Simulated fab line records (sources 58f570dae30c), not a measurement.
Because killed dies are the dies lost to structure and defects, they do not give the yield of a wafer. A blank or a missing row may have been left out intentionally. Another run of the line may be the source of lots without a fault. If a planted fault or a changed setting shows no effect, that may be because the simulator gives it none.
Split-lot study	flow berkeley_cmos170	route with 331 steps; 5 lots, 23 wafers read

== THE SPLIT ==
At UCB170_M1_PEB_07, the setting peb_temp_c was moved away from the recipe's 130 C on 8 of the 23 wafers read, by -1.1% to +2.7%. For the rest of the wafers, this setting stayed at what the recipe calls for.

== FROM THE SPLIT TO THE READING: what the file shows between them, 5 steps ==
- UCB170_M1_DEVELOP_08: develop time 45 s
- UCB170_M1_CD_MEAS_09: target cd 700 nm
- UCB170_M1_ETCH_11: etches BARC in N2/H2
- UCB170_M1_METAL_ETCH_12: etches Al in Cl2/BCl3, stops on PSG, target depth 780 nm, time 130 s (also split here: time_s)
- UCB170_M1_STRIP_13: strips in O2

== THE READING ==
cd_nm, in nm, at UCB170_M1_CD_MEAS_90 (target cd 700 nm). A value of 699.3 nm with a standard deviation of 2.5 nm is what fault-free wafers of this fab line usually give.

wafer	tool, chamber at the split	peb_temp_c as run, C	against the recipe	cd_nm, nm	against lot-mates on the recipe
L076.1	litho_track-04, 0	130	recipe	698.0	-
L076.2	litho_track-04, 0	130	recipe	700.5	-
L076.4	litho_track-04, 0	130	recipe	698.9	-
L076.5	litho_track-04, 0	130	recipe	700.9	-
L076.6	litho_track-04, 0	130	recipe	699.6	-
L074.2	litho_track-02, 0	130	recipe	701.5	-
L074.3	litho_track-02, 0	130	recipe	699.4	-
L074.5	litho_track-02, 0	130	recipe	697.4	-
L081.2	litho_track-04, 0	131.9	+1.5%	681.2	-12.8
L081.3	litho_track-04, 0	130	recipe	691.5	-
L081.4	litho_track-04, 0	130	recipe	699.6	-
L081.5	litho_track-04, 0	131.9	+1.5%	687.2	-6.8
L081.6	litho_track-04, 0	130	recipe	690.9	-
L080.1	litho_track-03, 0	128.6	-1.1%	711.4	+8.6
L080.3	litho_track-03, 0	128.6	-1.1%	710.9	+8.1
L080.4	litho_track-03, 0	128.6	-1.1%	709.4	+6.6
L080.5	litho_track-03, 0	130	recipe	704.0	-
L080.6	litho_track-03, 0	130	recipe	701.6	-
L083.1	litho_track-02, 0	133.5	+2.7%	675.8	-19.5
L083.2	litho_track-02, 0	133.5	+2.7%	678.1	-17.2
L083.3	litho_track-02, 0	133.5	+2.7%	677.8	-17.5
L083.5	litho_track-02, 0	130	recipe	694.4	-
L083.6	litho_track-02, 0	130	recipe	696.2	-

FIT RESULTS
A straight line over all 23 wafers: cd_nm changes by -8.65 nm for each +1% of peb_temp_c; r = -0.94; the points scatter about the line by 3.5 nm.
The same after taking each lot's own level away (the mean of its wafers on the recipe; 23 wafers): -6.8 nm for each +1%; r = -0.97; scatter 2.1 nm.
The reading moves by 18 nm for the largest change in peb_temp_c, on that fit.
From 694.00 to 702.80 nm: that is the span of the lots' own levels, equal to 3.5 times the standard deviation above.
So the lot-to-lot level changes the slope: the two fits differ.
Check: -17.8 nm against its lot-mates is what the line predicts for one of the wafers moved furthest among these (+2.7%) when that wafer is left out of the fit. It came out at -19.5 nm against them.

== FURTHER SPLITS ON THESE WAFERS ==
Note: prior to the reading, these wafers also went through further splits. Each is held against what the fit with the lots' levels taken away leaves over:
other split on the same wafers	wafers away from the commonest value	r with cd_nm (lot level and that fit taken away)
UCB170_CONTACT_PEB_13 peb_temp_c	12	-0.23
UCB170_M1_METAL_ETCH_12 time_s	5	-0.58

== THE WHOLE CHAIN: every reading that the file lists as answering this split, in the file's order ==
step	what it does	reading	change (the file's fit)	r (the file's)
UCB170_M1_CD_MEAS_09	target cd 700 nm	cd_nm	-7.5 nm for each +1% of the setting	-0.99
UCB170_M1_ETCH_11	etches BARC in N2/H2	M1.cd_nm (the simulator's own value, which no gauge read)	-7.45 nm for each +1% of the setting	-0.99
UCB170_M1_METAL_ETCH_12	etches Al in Cl2/BCl3, stops on PSG, target depth 780 nm, time 130 s	M1.cd_nm (the simulator's own value, which no gauge read)	-6.77 nm for each +1% of the setting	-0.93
UCB170_M1_CD_MEAS_90	target cd 700 nm	cd_nm	-6.77 nm for each +1% of the setting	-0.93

== THE FILE'S OWN FIT ==
cd_nm changes by -6.77 nm for each +1% of peb_temp_c, r = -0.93.
